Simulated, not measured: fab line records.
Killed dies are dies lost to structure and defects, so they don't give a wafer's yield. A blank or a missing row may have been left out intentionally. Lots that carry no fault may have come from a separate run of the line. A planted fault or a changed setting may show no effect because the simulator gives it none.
A lot that was struck, set against a sound lot + flow rit-cmos + 45 out of 202 route steps
Sound: wafers L290.1, L290.3, L290.4. Struck: wafers L298.4, L298.5, L298.6. Last of all comes the cause.
At each step with rows: each side's tool, then ch and its chambers, then its first start. Under that, the readings that differ: sound wafers + struck wafers + difference of the means + sigmas: that difference in standard deviations of wafers without a fault.
alike: words and numbers the same on both sides, and readings whose means are apart by under 2 such deviations; not compared: readings that were withheld, readings missing a value for some wafer, numbers with overlapping values and no deviation given by the record, and bounds like >300 which may hide the same value.
The two part at a step that has a row with sigmas, a row that says differs or no value, or rows on one side only. Numbers that don't overlap but have no deviation are shown without sigmas and don't part them. A reading that every wafer of one side lacks parts them only if that side has two wafers or more.

first, 1 step without rows for these wafers: RIT_ACTIVE_HARDBAKE_12 (time 60 s).
RIT_ACTIVE_ETCH_13: etches Si3N4 in SF6, stops on SiO2, time 210 s, target depth 210 nm.
  sound on rie-diel-03 ch 0,1,3, day 1 14:43; struck on rie-diel-03 ch 0,2,3, day 3 07:48
  alike: SF6_flow_sccm, drypump-motor-current-A, oes-product-au, rf-fwd-power-W, throttle-valve-pct
  not compared: rf-hours-counter-h
RIT_ACTIVE_STRIP_14: strips in O2, time 180 s.
  sound on plasma-asher-04 ch 0,1, day 1 14:50; struck on plasma-asher-04 ch 0,1, day 3 07:59
  alike: drypump-motor-current-A
  not compared: rf-hours-counter-h
RIT_ACTIVE_CD_MEAS_90: target cd 1400 nm.
  sound on cd-sem-01, day 1 15:01; struck on cd-sem-02, day 3 08:10
  alike: cd-nm
then, 4 steps without rows for these wafers: RIT_ACTIVE_CLEAN_15 (cleans in SC1, time 600 s); RIT_ACTIVE_CLEAN_16 (cleans in dHF, time 30 s); RIT_ACTIVE_CLEAN_17 (cleans in SC2, time 600 s); RIT_FOX1_OXIDATION_00 (target thk 350.7 nm, ox time 1130 s).
RIT_FOX1_THK_MEAS_01:
  sound on film-metro-03, day 1 18:27; struck on film-metro-04, day 3 10:24
| reading             | sound       | struck      | difference | sigmas |
|---------------------|-------------|-------------|------------|--------|
| FOX1_OXIDE_THK (nm) | 364 365 364 | 349 348 347 | -16        | -3     |
then, 2 steps without rows for these wafers: RIT_FOX1_WET_ETCH_02 (etches SiO2 in BOE, target depth 350 nm, time 390 s); RIT_FOX2_OXIDATION_00 (target thk 350.7 nm, ox time 1130 s).
RIT_FOX2_THK_MEAS_01:
  sound on film-metro-03, day 1 19:57; struck on film-metro-04, day 3 12:47
  alike: FOX2_OXIDE_THK
RIT_FOX2_CLEAN_02: cleans in dHF, time 180 s.
  sound on wet-bench-04 ch 1, day 1 20:01; struck on wet-bench-02 ch 0, day 3 12:49
| reading                                     | sound             | struck            | difference | sigmas      |
|---------------------------------------------|-------------------|-------------------|------------|-------------|
| run-length-s (s)                            | 207 207 207       | 572 572 572       | +365       | +99 or more |
| model.SiO2_of_FOX2_OXIDATION_00.thk-nm (nm) | 343.2 336.3 334.2 | 298.7 308.3 295.3 | -37.1      |             |
then, 1 step without rows for these wafers: RIT_FOX2_WET_ETCH_03 (etches Si3N4 in H3PO4, target depth 195 nm, time 2700 s).
RIT_FOX2_THK_MEAS_90:
  sound on film-metro-01, day 1 20:50; struck on film-metro-04, day 3 13:40
| reading                     | sound       | struck      | difference | sigmas |
|-----------------------------|-------------|-------------|------------|--------|
| FIELD_OXIDE_LEFT_1_THK (nm) | 332 325 323 | 288 298 284 | -37        | -6     |
then, 6 steps without rows for these wafers: RIT_NWELL_HMDS_00 (prime time 60 s); RIT_NWELL_COAT_01 (resist thk 1300 nm); RIT_NWELL_SOFTBAKE_02 (time 60 s); RIT_NWELL_EXPOSE_03 (exposes mask M2, target cd 43900 nm); RIT_NWELL_PEB_04; RIT_NWELL_DEVELOP_05 (develop time 68 s).
RIT_NWELL_OVL_MEAS_06:
  sound on overlay-01, day 1 21:46; struck on overlay-01, day 3 14:46
  alike: NWELL_OVL
then, 2 steps without rows for these wafers: RIT_NWELL_HARDBAKE_07 (time 120 s); RIT_NWELL_IMPLANT_08.
RIT_NWELL_STRIP_09: strips in O2, time 180 s.
  sound on plasma-asher-02 ch 0,1, day 1 22:12; struck on plasma-asher-03 ch 0,1, day 3 15:14
  alike: drypump-motor-current-A
  not compared: rf-hours-counter-h
RIT_NWELL_TW_MEAS_10:
  sound on film-metro-04, day 1 22:23; struck on film-metro-01, day 3 15:23
| reading  | sound          | struck         | difference | sigmas |
|----------|----------------|----------------|------------|--------|
| NWELL_TW | 2153 2154 2149 | 2184 2181 2196 | +35        | +3     |
then, 6 steps without rows for these wafers: RIT_PWELL_HMDS_00 (prime time 60 s); RIT_PWELL_COAT_01 (resist thk 1300 nm); RIT_PWELL_SOFTBAKE_02 (time 60 s); RIT_PWELL_EXPOSE_03 (exposes mask M3, target cd 43700 nm); RIT_PWELL_PEB_04; RIT_PWELL_DEVELOP_05 (develop time 68 s).
RIT_PWELL_OVL_MEAS_06:
  sound on overlay-02, day 1 23:19; struck on overlay-02, day 3 16:26
  alike: PWELL_OVL
then, 2 steps without rows for these wafers: RIT_PWELL_HARDBAKE_07 (time 120 s); RIT_PWELL_IMPLANT_08.
RIT_PWELL_STRIP_09: strips in O2, time 180 s.
  sound on plasma-asher-04 ch 0,1, day 1 23:46; struck on plasma-asher-01 ch 0,1, day 3 17:02
  alike: drypump-motor-current-A
  not compared: rf-hours-counter-h
RIT_PWELL_TW_MEAS_10:
  sound on film-metro-04, day 1 23:56; struck on film-metro-02, day 3 17:11
  alike: PWELL_TW
then, 1 step without rows for these wafers: RIT_WELLDRIVE_ANNEAL_00 (time 14700 s).
RIT_WELLDRIVE_RS_MEAS_01: the measuring method here is four-point-probe.
  sound on film-metro-02, day 2 06:51; struck on film-metro-04, day 3 22:56
  alike: NWELL_RS
RIT_WELLDRIVE_RS_MEAS_02: the measuring method here is four-point-probe.
  sound on film-metro-02, day 2 06:58; struck on film-metro-04, day 3 23:04
  alike: PWELL_RS
then, 2 steps without rows for these wafers: RIT_NRETRO_HMDS_00 (prime time 60 s); RIT_NRETRO_COAT_01 (resist thk 1300 nm).
RIT_FOX2_THK_MEAS_91:
  sound on film-metro-01, day 2 11:09; struck on film-metro-04, day 4 03:07
| reading                     | sound       | struck      | difference | sigmas |
|-----------------------------|-------------|-------------|------------|--------|
| FIELD_OXIDE_LEFT_2_THK (nm) | 265 259 256 | 221 230 217 | -37        | -6     |
RIT_SILICIDE_WET_ETCH_00: etches SiO2 in BOE, target depth 14 nm, time 15 s.
  sound on wet-bench-03 ch 1, day 3 12:26; struck on wet-bench-04 ch 3, day 5 00:36
| reading                                     | sound             | struck            | difference | sigmas |
|---------------------------------------------|-------------------|-------------------|------------|--------|
| model.SiO2_of_FOX2_OXIDATION_00.thk-nm (nm) | 159.6 153.3 151.1 | 115.4 125.8 111.2 | -37.2      |        |
RIT_M1_PROBE_99:
  sound on prober-01, day 3 19:48; struck on prober-01, day 5 08:01
| reading                               | sound                  | struck                  | difference | sigmas |
|---------------------------------------|------------------------|-------------------------|------------|--------|
| model.etest.field-n.vt-v (V)          | 36.03 35.12 34.9       | 29.88 31.15 29.41       | -5.20      |        |
| model.etest.field-p-metal.vt-v (V)    | -28.05 -28.49 -28.45   | -32.3 -31.54 -32.92     | -3.9       |        |
| model.etest.iso-nwell-nwell.bv-v (V)  | 22.1 22.22 22.08       | 21.56 21.64 21.24       | -0.65      |        |
| model.etest.pmos-narrow.vt-less-v (V) | 0.02024 0.02473 0.0206 | 0.01313 0.01847 0.01347 | -0.00683   |        |
  alike: killed-at-contacts, killed-at-front-end, killed-dies, killed-open, killed-short
  not compared: model.etest.iso-pplus-pwell.lateral-log10-a-um

WHERE THEY PART
At RIT_FOX1_THK_MEAS_01 first; at RIT_FOX2_THK_MEAS_91 last (within this record only). Later steps at which nothing parts them and some readings are alike: RIT_M1_PROBE_99.

WHY: what had been put in by the simulator
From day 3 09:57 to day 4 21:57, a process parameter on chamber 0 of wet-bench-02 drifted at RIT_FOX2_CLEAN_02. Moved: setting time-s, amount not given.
